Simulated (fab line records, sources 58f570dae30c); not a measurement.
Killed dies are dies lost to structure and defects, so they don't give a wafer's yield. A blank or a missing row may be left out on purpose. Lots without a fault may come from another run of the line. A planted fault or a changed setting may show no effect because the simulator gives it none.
Which tool did it? | flow berkeley_cmos170 | 15 lots, 45 wafers sampled, at 6 steps of a route of 331

WHAT THE GAUGES READ, wafer by wafer
UCB170_NWELL_THK_MEAS_02. Usual: NWELL_OXIDE_THK 26.4 nm, standard deviation 0.38.
lot  | measured    | on            | NWELL_OXIDE_THK (nm) | flag
L749 | day 2 01:02 | film_metro-01 | 26.6 26.3 26.5       |
L751 | day 2 08:31 | film_metro-04 | 26.2 26.5 26.4       |
L750 | day 2 08:32 | film_metro-02 | 26.4 26.4 27.1       |
L753 | day 2 21:14 | film_metro-04 | 27.0 27.0 26.9       |
L755 | day 3 10:43 | film_metro-04 | 26.3 26.6 26.2       |
L757 | day 3 18:30 | film_metro-01 | 26.7 26.4 26.2       |
L759 | day 4 02:57 | film_metro-01 | 26.5 26.2 26.4       |
L758 | day 4 02:58 | film_metro-04 | 26.3 26.3 26.1       |
L760 | day 4 11:38 | film_metro-02 | 27.2 27.1 26.6       |
L762 | day 4 20:29 | film_metro-04 | 26.5 26.9 26.5       |
L761 | day 4 20:30 | film_metro-02 | 26.8 27.3 27.2       |
L764 | day 5 11:53 | film_metro-04 | 26.6 26.5 26.3       |
L771 | day 6 18:14 | film_metro-01 | 26.4 26.6 26.5       |
L770 | day 6 18:14 | film_metro-04 | 26.5 26.4 26.3       |
L772 | day 7 00:53 | film_metro-04 | 26.7 26.7 26.1       |

UCB170_PWELL_THK_MEAS_06. Usual: PWELL_NITRIDE_THK 218.5 nm, standard deviation 2.
lot  | measured    | on            | PWELL_NITRIDE_THK (nm) | flag
L749 | day 3 03:14 | film_metro-04 | 218.0 217.5 218.0      |
L751 | day 3 09:56 | film_metro-01 | 221.7 223.1 220.7      |
L750 | day 3 09:56 | film_metro-03 | 219.5 217.1 217.8      |
L753 | day 4 02:09 | film_metro-01 | 219.8 220.1 220.2      |
L755 | day 4 13:05 | film_metro-03 | 217.9 219.1 218.1      |
L757 | day 5 00:29 | film_metro-04 | 221.0 221.1 222.6      |
L759 | day 5 10:46 | film_metro-03 | 216.1 216.3 216.2      |
L758 | day 5 10:46 | film_metro-04 | 217.1 217.2 217.8      |
L760 | day 5 16:58 | film_metro-04 | 203.6 203.9 203.5      | OFF
L762 | day 6 00:44 | film_metro-03 | 205.2 203.5 202.4      | OFF
L761 | day 6 00:45 | film_metro-04 | 201.9 202.1 198.6      | OFF
L764 | day 6 13:07 | film_metro-04 | 218.0 217.6 217.7      |
L771 | day 7 23:49 | film_metro-01 | 219.5 217.7 219.4      |
L770 | day 7 23:46 | film_metro-03 | 218.6 218.8 219.3      |
L772 | day 7 23:46 | film_metro-04 | 217.6 217.2 217.6      |

UCB170_WELLDRIVE_THK_MEAS_02. Usual: WELLDRIVE_OXIDE_THK 199 nm, standard deviation 3.8.
lot  | measured    | on            | WELLDRIVE_OXIDE_THK (nm) | flag
L749 | day 3 17:09 | film_metro-03 | 202 201 200              |
L751 | day 3 22:17 | film_metro-03 | 205 204 204              |
L750 | day 3 22:17 | film_metro-04 | 204 203 205              |
L753 | day 4 17:53 | film_metro-02 | 201 200 202              |
L755 | day 5 05:04 | film_metro-04 | 195 198 195              |
L757 | day 5 15:31 | film_metro-02 | 200 202 202              |
L759 | day 6 00:15 | film_metro-02 | 205 201 202              |
L758 | day 6 00:16 | film_metro-03 | 205 200 201              |
L760 | day 6 11:00 | film_metro-02 | 200 194 199              |
L762 | day 6 20:26 | film_metro-04 | 204 203 203              |
L761 | day 6 20:27 | film_metro-03 | 202 202 202              |
L764 | day 7 04:04 | film_metro-02 | 195 194 195              |
L771 | day 8 14:35 | film_metro-03 | 194 196 195              |
L770 | day 8 14:35 | film_metro-04 | 198 198 199              |
L772 | day 8 14:35 | film_metro-02 | 198 195 198              |

UCB170_ACTIVE_THK_MEAS_03. Usual: ACTIVE_OXIDE_THK 26.4 nm, standard deviation 0.47.
lot  | measured    | on            | ACTIVE_OXIDE_THK (nm) | flag
L749 | day 4 06:51 | film_metro-03 | 26.3 26.6 26.6        |
L751 | day 4 12:28 | film_metro-02 | 26.7 26.8 26.8        |
L750 | day 4 12:28 | film_metro-01 | 25.9 25.9 26.3        |
L753 | day 5 09:01 | film_metro-01 | 26.1 25.2 25.9        |
L755 | day 5 18:39 | film_metro-03 | 25.9 26.0 25.7        |
L757 | day 6 06:56 | film_metro-02 | 26.5 26.7 26.7        |
L759 | day 6 13:36 | film_metro-01 | 26.1 26.3 26.0        |
L758 | day 6 13:37 | film_metro-03 | 25.8 26.1 26.0        |
L760 | day 7 01:11 | film_metro-03 | 26.0 26.5 25.9        |
L762 | day 7 08:27 | film_metro-03 | 26.2 26.5 26.1        |
L761 | day 7 08:28 | film_metro-01 | 26.7 27.1 26.8        |
L764 | day 7 17:55 | film_metro-02 | 26.2 25.9 25.7        |
L771 | day 8 23:49 | film_metro-03 | 26.0 25.9 26.0        |
L770 | day 8 23:50 | film_metro-01 | 26.1 26.3 26.3        |
L772 | day 8 23:50 | film_metro-02 | 26.8 27.1 27.1        |

WHICH TOOL RAN EACH LOT (tool, then ch and the chambers of the sampled wafers, then the start)
lot  | UCB170_PWELL_CVD_05        | UCB170_PWELL_ETCH_14
L749 | lpcvd-01 ch 1, day 3 01:19 | rie_diel-03 ch 0,1,3, day 3 04:37
L751 | lpcvd-02 ch 0, day 3 08:01 | rie_diel-03 ch 0,1, day 3 11:09
L750 | lpcvd-02 ch 0, day 3 08:01 | rie_diel-01 ch 0,2,3, day 3 10:55
L753 | lpcvd-01 ch 0, day 4 00:14 | rie_diel-01 ch 0,2,3, day 4 04:29
L755 | lpcvd-01 ch 1, day 4 11:08 | rie_diel-01 ch 2,3, day 4 14:11
L757 | lpcvd-02 ch 0, day 4 22:34 | rie_diel-04 ch 0,1,2, day 5 02:25
L759 | lpcvd-01 ch 0, day 5 08:51 | rie_diel-03 ch 0,1, day 5 12:29
L758 | lpcvd-01 ch 1, day 5 08:51 | rie_diel-01 ch 2,3, day 5 12:14
L760 | lpcvd-01 ch 0, day 5 15:03 | rie_diel-03 ch 0,1, day 5 17:54
L762 | lpcvd-01 ch 1, day 5 22:49 | rie_diel-03 ch 0,2, day 6 02:18
L761 | lpcvd-01 ch 0, day 5 22:49 | rie_diel-04 ch 1,2,3, day 6 02:03
L764 | lpcvd-02 ch 1, day 6 11:11 | rie_diel-03 ch 0,1,3, day 6 14:49
L771 | lpcvd-02 ch 0, day 7 21:51 | rie_diel-04 ch 0,1,2, day 8 01:37
L770 | lpcvd-02 ch 1, day 7 21:51 | rie_diel-04 ch 0,3, day 8 01:02
L772 | lpcvd-02 ch 0, day 7 21:51 | rie_diel-01 ch 0,2,3, day 8 01:05
- UCB170_PWELL_CVD_05: deposits Si3N4 from SiH2Cl2/NH3, target thk 220 nm, time 3300 s.
- UCB170_PWELL_ETCH_14: etches Si3N4 in CH3F/Ar/O2, stops on SiO2, target depth 242 nm, time 151 s.

WHAT THE TOOLS THEMSELVES READ (means of the sampled wafers that have a number; where no wafer has one, the mark that the record gives instead)
UCB170_PWELL_CVD_05. Usual: nh3_flow_sccm 74.96 sccm, standard deviation 0.23.
lot  | tool     | nh3_flow_sccm (sccm) | flag
L749 | lpcvd-01 | 74.85                |
L751 | lpcvd-02 | 75.14                |
L750 | lpcvd-02 | 75.15                |
L753 | lpcvd-01 | 74.86                |
L755 | lpcvd-01 | 75.22                |
L757 | lpcvd-02 | 75.04                |
L759 | lpcvd-01 | 75.02                |
L758 | lpcvd-01 | 75.05                |
L760 | lpcvd-01 | 74.59                |
L762 | lpcvd-01 | 74.85                |
L761 | lpcvd-01 | 75.01                |
L764 | lpcvd-02 | 75.03                |
L771 | lpcvd-02 | 74.82                |
L770 | lpcvd-02 | 75.00                |
L772 | lpcvd-02 | 74.80                |

UCB170_PWELL_ETCH_14. Usual: chamber_pressure_mTorr 50.00 mTorr, standard deviation 0.043; drypump_motor_current_A 5.7 A, standard deviation 0.46; oes_product_au 0.941 a.u., standard deviation 0.017; throttle_valve_pct 8.06 %, standard deviation 0.14.
lot  | tool        | chamber_pressure_mTorr (mTorr) | drypump_motor_current_A (A) | oes_product_au (a.u.) | throttle_valve_pct (%) | flag
L749 | rie_diel-03 | 49.99                          | 5.5                         | 0.937                 | 8.01                   |
L751 | rie_diel-03 | 49.97                          | 5.6                         | 0.935                 | 7.92                   |
L750 | rie_diel-01 | 49.96                          | 5.9                         | 0.934                 | 8.11                   |
L753 | rie_diel-01 | 50.03                          | 5.9                         | 0.935                 | 8.12                   |
L755 | rie_diel-01 | 49.98                          | 5.6                         | 0.923                 | 8.11                   |
L757 | rie_diel-04 | 50.00                          | 5.9                         | 0.945                 | 7.91                   |
L759 | rie_diel-03 | 50.00                          | 5.6                         | 0.931                 | 8.00                   |
L758 | rie_diel-01 | 49.99                          | 5.5                         | 0.930                 | 8.11                   |
L760 | rie_diel-03 | 49.99                          | 5.7                         | 0.890                 | 7.90                   |
L762 | rie_diel-03 | 50.03                          | 5.4                         | 0.902                 | 8.08                   |
L761 | rie_diel-04 | 49.99                          | 6.1                         | 0.889                 | 8.02                   | OFF
L764 | rie_diel-03 | 49.95                          | 5.5                         | 0.940                 | 8.01                   |
L771 | rie_diel-04 | 49.98                          | 5.9                         | 0.938                 | 7.91                   |
L770 | rie_diel-04 | 50.01                          | 5.4                         | 0.949                 | 7.94                   |
L772 | rie_diel-01 | 49.97                          | 5.9                         | 0.925                 | 8.12                   |

THE ANSWER, worked out from the rows above alone
Rule: a lot is off if the mean of its wafers that have a number lies more than 3 standard deviations from the usual mean. A lot without any number at a reading at which 4 lots or more have one is off too. The other lots that the step has rows for count as sound. The gauges are gone through in route order, then the tools' own readings, and for those a lot's mean is taken as printed above. The first step at which some lot is off is used, and at that step the reading that is off furthest; a lot without a number counts as furthest.
Off: L760, L762, L761, at UCB170_PWELL_THK_MEAS_06 (PWELL_NITRIDE_THK).
A tool fits if, at a process step before that reading, it ran every lot that is off, and no sound lot after the first of them. The gauges at UCB170_PWELL_THK_MEAS_06 are tried like those tools. One fits: lpcvd-01 at UCB170_PWELL_CVD_05. Its last sound lot is L758 (day 5 08:51), its first lot that is off L760 (day 5 15:03): a fault that began between those two fits.

WHAT THE SIMULATOR HAD PUT IN
Process parameter drift: lpcvd-01, from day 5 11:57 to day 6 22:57, at UCB170_PWELL_CVD_05. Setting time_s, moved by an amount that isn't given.
Lots struck among those shown: L760, L762, L761. The rule above found the same.
